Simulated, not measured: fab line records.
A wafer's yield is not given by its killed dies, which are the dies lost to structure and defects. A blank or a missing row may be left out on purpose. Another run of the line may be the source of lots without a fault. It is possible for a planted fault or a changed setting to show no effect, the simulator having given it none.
fab line records | flow berkeley-cmos170
record: lots: 6 wafers: 18 last-day: 13
route steps=331 shown M3@315
lots that met no fault: taken from a fault-free run of the same line
start-h: the number of hours between the record's first day and the start of the first shown wafer of the lot | wait-h: hours elapsed since this lot's preceding step | " identical to the entry in the row above | L1.1+2: a row that stands for several wafers | - no value, or no start was given | * or withheld: withheld | < > ~ a bound
route shown NAME@n: NAME is a module with steps in the file, n the number in the route of the first one | usual: mean/standard deviation taken from wafers without a fault | same: alike in all rows | chamber/n: place in a boat | sites: each site's reading | _std_site: the values' standard deviation | _edge_site: outer sites' mean less inner sites' | radius-mm: how far each site lies from the wafer's centre | mask NAME#n: copy n | behind: the last tool/chamber to shape the wafer | hold: the reason the lot was held/the length of the hold in hours/how it ended | device: the n, p or np transistor that did not switch | end of line: the route-end tests of the same wafers | where a step has no rows: the recipe by itself | killed: dies that structure and defects cost at the first sort, which is not the same as the wafer's yield | map: dies across one wafer; x = killed, . = not, _ = none there
set.NAME: the setting the step ran with; set.NAME@STEP: the setting that earlier step ran with | model.NAME: the simulator's own value behind a step, which no gauge read
lots seen at some steps along the route; tables by step, rows by wafer
services: the hour from which a tool's chamber was out of use, counted from the record's first day as start-h (under 0 if before that day), plus the number of hours and why
== steps ==
step: UCB170_M3_SOFTBAKE_06
recipe: resist: KrF temp-c: 130 time-s: 60
step: UCB170_M3_STRIP_07
recipe: chemistry: O2 power-w: 400 pressure-mtorr: 3500 platen-temp-c: withheld o2-flow-sccm: 400 overash-fraction: 0.5
usual: drypump-motor-current-A: 5.8/0.39 o2-flow-sccm: 399.9/1.2 oes-product-au: 0.734/0.0046 strip-time-to-endpoint-s: 21.96/0.063
columns lot.wafer tool chamber start-h wait-h drypump-motor-current-A o2-flow-sccm oes-product-au rf-hours-counter-h strip-time-to-endpoint-s
L790.2 plasma-asher-02 1 214.40 0.1 5.3 399.5 0.737 47 21.92
L790.3 " 1 " " 5.3 401.8 0.732 - 21.96
L790.6 " 0 " " 6.1 401.8 0.738 - 21.91
L794.1 plasma-asher-01 1 228.58 0.1 6.2 399.1 0.739 51 22.02
L794.3 " 0 " " 5.6 400.3 0.736 - 21.94
L794.4 " 1 " " 6.3 399.8 0.740 - 21.99
L796.1 plasma-asher-03 0 240.39 0.1 5.2 400.9 0.736 46 22.09
L796.3 " 0 " " 5.2 399.8 0.729 - 22.00
L796.5 " 0 " " 5.2 399.9 0.740 - 22.03
L805.3 plasma-asher-01 0 284.54 0.1 5.6 400.8 0.737 - 21.93
L805.4 " 1 " " 6.3 400.8 0.731 - 21.93
L805.5 " 1 " " 6.2 402.0 0.737 - 21.89
L807.4 plasma-asher-01 0 299.90 0.1 5.6 400.4 0.732 - 21.95
L807.5 " 0 " " 5.6 401.0 0.728 - 21.83
L807.6 " 1 " " 6.3 401.4 0.740 - 21.95
L809.1 plasma-asher-02 1 309.42 0.1 5.4 399.7 0.744 59 22.03
L809.2 " 0 " " 6.2 398.5 0.735 59 21.95
L809.4 " 0 " " 6.2 399.4 0.726 - 21.94
step: UCB170_M3_STRIP_08
recipe: chemistry: DMSO temp-c: 80 time-s: 600 material: KrF
step: UCB170_M3_COAT_09
recipe: resist: BARC temp-c: withheld time-s: withheld spin-rpm: 3000 resist-thk-nm: withheld
step: UCB170_M3_COAT_10
recipe: resist: KrF spin-rpm: 1500 resist-thk-nm: 900
step: UCB170_M3_SOFTBAKE_11
recipe: resist: KrF temp-c: 130 time-s: 60
step: UCB170_M3_EXPOSE_12
recipe: mask-id: METAL3 target-cd-nm: 700 na: 0.5 sigma-outer: 0.6 source-shape: conventional dose-mj: 26
step: UCB170_M3_PEB_13
recipe: peb-temp-c: 130 peb-time-s: withheld resist: KrF
step: UCB170_M3_DEVELOP_14
recipe: developer: TMAH develop-time-s: 45 resist: KrF dev-temp-c: 21
step: UCB170_M3_CD_MEAS_15
recipe: target-cd-nm: 700
usual: cd-nm: 700.1/1.3
columns lot.wafer tool chamber start-h wait-h cd-nm
L790.2 cd-sem-02 - 216.00 - 698.5
L790.3 " - " " 699.1
L790.6 " - " " 698.3
L794.1 cd-sem-02 - 230.12 - 698.8
L794.3 " - " " 698.9
L794.4 " - " " 700.6
L796.1 cd-sem-02 - 242.54 - 700.9
L796.3 " - " " 698.6
L796.5 " - " " 699.3
L805.3 cd-sem-01 - 286.45 - 698.3
L805.4 " - " " 697.4
L805.5 " - " " 698.3
L807.4 cd-sem-02 - 301.95 - 699.0
L807.5 " - " " 699.0
L807.6 " - " " 698.0
L809.1 cd-sem-01 - 310.55 - 702.9
L809.2 " - " " 703.5
L809.4 " - " " 701.5
step: UCB170_M3_OVL_MEAS_16
usual: M3_OVL: -1/5.6
columns lot.wafer tool chamber start-h wait-h M3_OVL[nm]
L790.2 overlay-02 - 216.11 0.1 0
L790.3 " - " " -2
L790.6 " - " " -5
L794.1 overlay-01 - 230.24 0.1 -8
L794.3 " - " " -4
L794.4 " - " " 0
L796.1 overlay-01 - 242.66 0.1 -8
L796.3 " - " " -4
L796.5 " - " " -2
L805.3 overlay-01 - 286.54 0.1 5
L805.4 " - " " -1
L805.5 " - " " -1
L807.4 overlay-02 - 302.03 0.1 9
L807.5 " - " " 0
L807.6 " - " " 2
L809.1 overlay-02 - 310.67 0.1 4
L809.2 " - " " 5
L809.4 " - " " 2
step: UCB170_M3_ETCH_17
recipe: chemistry: N2/H2 target-depth-a: withheld overetch-a: withheld target: BARC time-s: withheld source-w: 500 bias-w: 100 pressure-mtorr: 30 n2-flow-sccm: 100 h2-flow-sccm: 200
usual: drypump-motor-current-A: 5.7/0.34 n2-flow-sccm: 100.0/0.34 oes-product-au: 0.994/0.02 rf-fwd-power-W: 494.7/2.1 throttle-valve-pct: 13.39/0.14
columns lot.wafer tool chamber start-h wait-h drypump-motor-current-A n2-flow-sccm oes-product-au rf-fwd-power-W throttle-valve-pct
L790.2 rie-diel-04 1 216.14 0.0 5.9 100.2 0.959 494.4 13.28
L790.3 " 3 " " 5.4 100.1 0.955 496.7 13.53
L790.6 " 3 " " 5.4 100.4 0.952 497.7 13.51
L794.1 rie-diel-04 0 230.28 0.0 5.3 100.3 1.004 493.7 13.48
L794.3 " 1 " " 5.9 99.6 0.965 493.5 13.29
L794.4 " 2 " " 5.9 100.1 0.987 492.3 13.55
L796.1 rie-diel-03 1 242.70 0.0 5.9 99.9 0.987 496.6 13.44
L796.3 " 2 " " 5.4 99.8 0.990 493.5 13.31
L796.5 " 0 " " 5.8 100.1 1.010 494.9 13.59
L805.3 rie-diel-04 1 286.56 0.0 5.9 100.0 0.963 493.6 13.31
L805.4 " 0 " " 5.3 100.1 1.006 497.1 13.48
L805.5 " 3 " " 5.5 100.0 0.955 499.1 13.53
L807.4 rie-diel-03 1 302.07 0.0 5.9 99.9 0.974 495.3 13.41
L807.5 " 2 " " 5.4 100.4 0.992 495.8 13.30
L807.6 " 3 " " 5.9 99.9 1.018 496.6 13.37
L809.1 rie-diel-02 0 310.70 0.0 5.5 100.3 1.013 492.2 13.01
L809.2 " 1 " " 6.3 99.7 0.973 493.2 13.39
L809.4 " 3 " " 5.0 99.2 1.011 494.5 13.32
step: UCB170_M3_METAL_ETCH_18
recipe: chemistry: Cl2/BCl3 target: Al stop-on: SiO2 pressure-mtorr: 12 target-depth-a: 11700 over-etch-frac: 0.3 time-s: 195 icp-w: 600 bias-w: 120 Cl2_flow_sccm: 90 bcl3-flow-sccm: 45
usual: bcl3-flow-sccm: 45.02/0.14 drypump-motor-current-A: 5.7/0.47 oes-product-au: 0.856/0.0097 rf-fwd-power-W: 597.7/2 throttle-valve-pct: 24.39/0.23
columns lot.wafer tool chamber start-h wait-h bcl3-flow-sccm drypump-motor-current-A oes-product-au rf-fwd-power-W rf-hours-counter-h throttle-valve-pct model.KrF_of_M3_COAT_10.thk-nm model.SiO2_of_V2_CVD_00.thk-nm model.M3.cd-nm
L790.2 rie-metal-03 1 216.18 - 45.09 5.7 0.877 598.6 8 24.56 236 938.3 700
L790.3 " 0 " " 45.00 5.5 0.864 596.1 - 24.15 234.4 939.4 704.1
L790.6 " 0 " " 44.98 5.5 0.865 595.9 - 24.13 230 939.2 701.9
L794.1 rie-metal-04 1 230.32 - 45.12 5.0 0.849 599.0 11 24.09 341 948.6 707.5
L794.3 " 1 " " 45.09 5.0 0.846 595.8 - 24.09 341.2 947.4 707.1
L794.4 " 0 " " 45.08 5.6 0.848 597.2 - 24.42 204.5 935.1 699.2
L796.1 rie-metal-04 1 242.74 - 44.90 5.0 0.858 596.3 11 24.08 346.4 946.5 709.9
L796.3 " 1 " " 44.73 5.0 0.859 598.7 - 24.07 340.1 946.5 706.8
L796.5 " 0 " " 44.94 5.6 0.863 596.6 - 24.42 213.7 934.8 700.1
L805.3 rie-metal-02 1 286.67 - 45.08 6.0 0.862 597.8 - 24.70 197.4 938 695.5
L805.4 " 0 " " 44.90 6.5 0.855 597.7 - 24.30 207.4 934.9 700.1
L805.5 " 0 " " 44.79 6.5 0.850 597.0 - 24.30 210.3 934.9 702.8
L807.4 rie-metal-02 0 302.15 - 45.04 6.6 0.840 598.8 - 24.32 210.9 937.8 701.3
L807.5 " 0 " " 45.12 6.6 0.844 601.0 - 24.31 206.8 937.6 702.1
L807.6 " 1 " " 45.18 6.0 0.843 597.2 - 24.70 210 939.1 697
L809.1 rie-metal-04 1 310.75 - 45.15 5.0 0.861 598.1 0 24.06 227.5 939.4 700.5
L809.2 " 0 " " 44.92 5.6 0.864 599.5 9 24.42 211.3 938.1 698.4
L809.4 " 1 " " 44.92 5.0 0.857 597.2 - 24.06 235.6 939.4 699.5
step: UCB170_M3_STRIP_19
recipe: chemistry: O2 power-w: 400 pressure-mtorr: 3500 platen-temp-c: withheld o2-flow-sccm: 400 overash-fraction: 0.5
usual: drypump-motor-current-A: 5.6/0.38 o2-flow-sccm: 400.0/1.2 oes-product-au: 0.547/0.014
columns lot.wafer tool chamber start-h wait-h drypump-motor-current-A o2-flow-sccm oes-product-au rf-hours-counter-h
L790.2 plasma-asher-02 1 216.37 0.1 5.3 399.2 0.566 48
L790.3 " 0 " " 6.1 401.1 0.570 -
L790.6 " 0 " " 6.1 399.8 0.565 -
L794.1 plasma-asher-03 1 230.51 0.1 5.5 399.2 0.675 45
L794.3 " 1 " " 5.5 397.5 0.684 -
L794.4 " 0 " " 5.2 401.9 0.536 -
L796.1 plasma-asher-01 1 242.99 0.2 6.3 402.1 0.676 53
L796.3 " 0 " " 5.6 398.4 0.675 -
L796.5 " 1 " " 6.2 401.4 0.546 -
L805.3 plasma-asher-02 1 286.82 0.1 5.3 400.2 0.537 -
L805.4 " 0 " " 6.2 399.3 0.541 -
L805.5 " 1 " " 5.3 399.7 0.542 -
L807.4 plasma-asher-03 1 302.31 0.1 5.5 399.9 0.544 -
L807.5 " 1 " " 5.5 399.7 0.545 -
L807.6 " 0 " " 5.2 399.2 0.545 -
L809.1 plasma-asher-03 1 310.93 0.1 5.5 400.2 0.550 55
L809.2 " 0 " " 5.2 400.6 0.550 55
L809.4 " 0 " " 5.2 401.3 0.562 -
step: UCB170_M3_CD_MEAS_90
recipe: target-cd-nm: 700
usual: cd-nm: 701/3.2
columns lot.wafer tool chamber start-h wait-h cd-nm
L790.2 cd-sem-01 - 216.49 0.1 700
L790.3 " - " " 704
L790.6 " - " " 701
L794.1 cd-sem-02 - 230.61 0.1 707
L794.3 " - " " 707
L794.4 " - " " 699
L796.1 cd-sem-01 - 243.09 0.1 710
L796.3 " - " " 707
L796.5 " - " " 700
L805.3 cd-sem-01 - 286.93 0.1 696
L805.4 " - " " 700
L805.5 " - " " 703
L807.4 cd-sem-01 - 302.43 0.1 701
L807.5 " - " " 702
L807.6 " - " " 697
L809.1 cd-sem-02 - 311.03 0.1 700
L809.2 " - " " 698
L809.4 " - " " 699
step: UCB170_M3_PROBE_99
columns lot.wafer tool chamber start-h wait-h model.etest.antenna-m3.vt-shift-v
L790.2 prober-02 - 216.76 0.1 -0.01192
L790.3 prober-02 - 216.81 0.2 -0.01218
L790.6 prober-02 - 216.96 0.2 -0.01261
L794.1 prober-01 - 230.85 0.1 -0.007472
L794.3 prober-01 - 230.95 0.2 -0.01029
L794.4 prober-01 - 231.00 0.2 -0.01451
L796.1 prober-02 - 243.33 0.1 -0.00587
L796.3 prober-02 - 243.43 0.2 -0.006604
L796.5 prober-02 - 243.53 0.2 -0.01133
L805.3 prober-01 - 287.23 0.2 -0.01093
L805.4 prober-01 - 287.28 0.2 -0.01569
L805.5 prober-01 - 287.33 0.2 -0.01719
L807.4 prober-02 - 302.76 0.2 -0.0137
L807.5 prober-02 - 302.81 0.2 -0.01467
L807.6 prober-02 - 302.86 0.2 -0.01455
L809.1 prober-01 - 311.27 0.1 -0.0131
L809.2 prober-01 - 311.32 0.1 -0.01148
L809.4 prober-01 - 311.42 0.2 -0.0173
killed by level:class
L790.2 GATE:geometric-particle:short=1 GATE:geometric-particle:open=1 SPACER:geometric-particle:open=1 CONTACT:geometric-particle:short=1 M3:geometric-particle:short=1
L790.3 SPACER:geometric-particle:short=1
L790.6 SPACER:geometric-particle:open=1 M1:geometric-particle:short=1
L794.1 M3:geometric-particle:short=2 SCREENOX:geometric-particle:open=1 M1:geometric-particle:short=1 M3:area-etch=1
L794.3 GATE:geometric-particle:open=1
L794.4 GATE:geometric-particle:short=1 SILICIDE:geometric-particle:open=1
L805.3 START:geometric-particle:open=1 SILICIDE:geometric-particle:open=1 SILICIDE:geometric-particle:short=1
L805.4 GATE:geometric-particle:short=1 CONTACT:geometric-particle:short=1 M1:geometric-particle:open=1 M3:geometric-particle:short=1
L805.5 M3:geometric-particle:short=1
L807.4 SACOX:geometric-particle:open=1 GATE:geometric-particle:open=1 V2:geometric-particle:open=1 NLDD:coat-microbubble-printed=1
L807.5 GATE:geometric-particle:open=1 SPACER:geometric-particle:short=1 SILICIDE:geometric-particle:short=1 SILICIDE:geometric-particle:open=1 M1:geometric-particle:short=1 V2:geometric-particle:short=1 M3:geometric-particle:open=1 NLDD:coat-microbubble-printed=1
L807.6 SPACER:geometric-particle:open=2 GATE:geometric-particle:short=1 SPACER:geometric-particle:short=1 M3:geometric-particle:open=1
L809.1 FIELD:geometric-particle:open=1 SPACER:geometric-particle:short=1 V2:geometric-particle:open=1 M3:geometric-particle:open=1
L809.2 FIELD:geometric-particle:short=1 SPACER:geometric-particle:open=1 SILICIDE:geometric-particle:short=1 M2:geometric-particle:short=1
L809.4 GATE:geometric-particle:short=2 SPACER:geometric-particle:open=1 M3:geometric-particle:short=1
== services ==
columns tool chamber start-h hours kind
plasma-asher-02 - 196.50 2.8 pm
rie-metal-02 0 207.56 - clean
rie-metal-02 0 207.56 28.7 scheduled-down
rie-metal-02 0 207.56 28.7 vent-cycle
rie-diel-02 2 219.47 4.8 repair
rie-diel-02 0 225.63 8.0 repair
plasma-asher-01 - 225.93 0.7 repair
rie-diel-03 2 232.11 8.2 repair
rie-metal-03 0 249.80 3.8 repair
rie-diel-03 - 257.98 1.7 repair
rie-diel-03 - 263.20 0.2 repair
rie-diel-03 0 289.86 19.0 repair
rie-metal-04 1 290.18 - clean
rie-metal-04 1 290.18 19.2 scheduled-down
rie-metal-04 1 290.18 19.2 vent-cycle
== key ==
first-sign: step: UCB170_M3_STRIP_19 reading: oes-product-au direction: up sigmas: 9.4 usual: 0.547 struck: 0.678
effect: step: UCB170_M3_CD_MEAS_90 reading: cd-nm direction: up sigmas: 2.1 usual: 701 struck: 708
model-effect: step: UCB170_M3_METAL_ETCH_18 value: KrF_of_M3_COAT_10.thk-nm without: 216.7 struck: 342.2
model-effect: step: UCB170_M3_PROBE_99 value: etest.antenna-m3.vt-shift-v without: -0.0136 struck: -0.007558
met-at UCB170_M3_METAL_ETCH_18
struck-wafers L794.1,L794.3,L796.1,L796.3
sort-left-out L796.1,L796.3
fault: kind: process-parameter-drift tool: rie-metal-04 chamber: 1 onset-h: 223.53 steps: UCB170_M3_METAL_ETCH_18 channel: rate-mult offset: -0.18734 shape: step end-h: 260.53
sort-left-out: the simulated sort isn't trusted on such a fault, so these wafers' sort isn't shown, and their yield isn't known
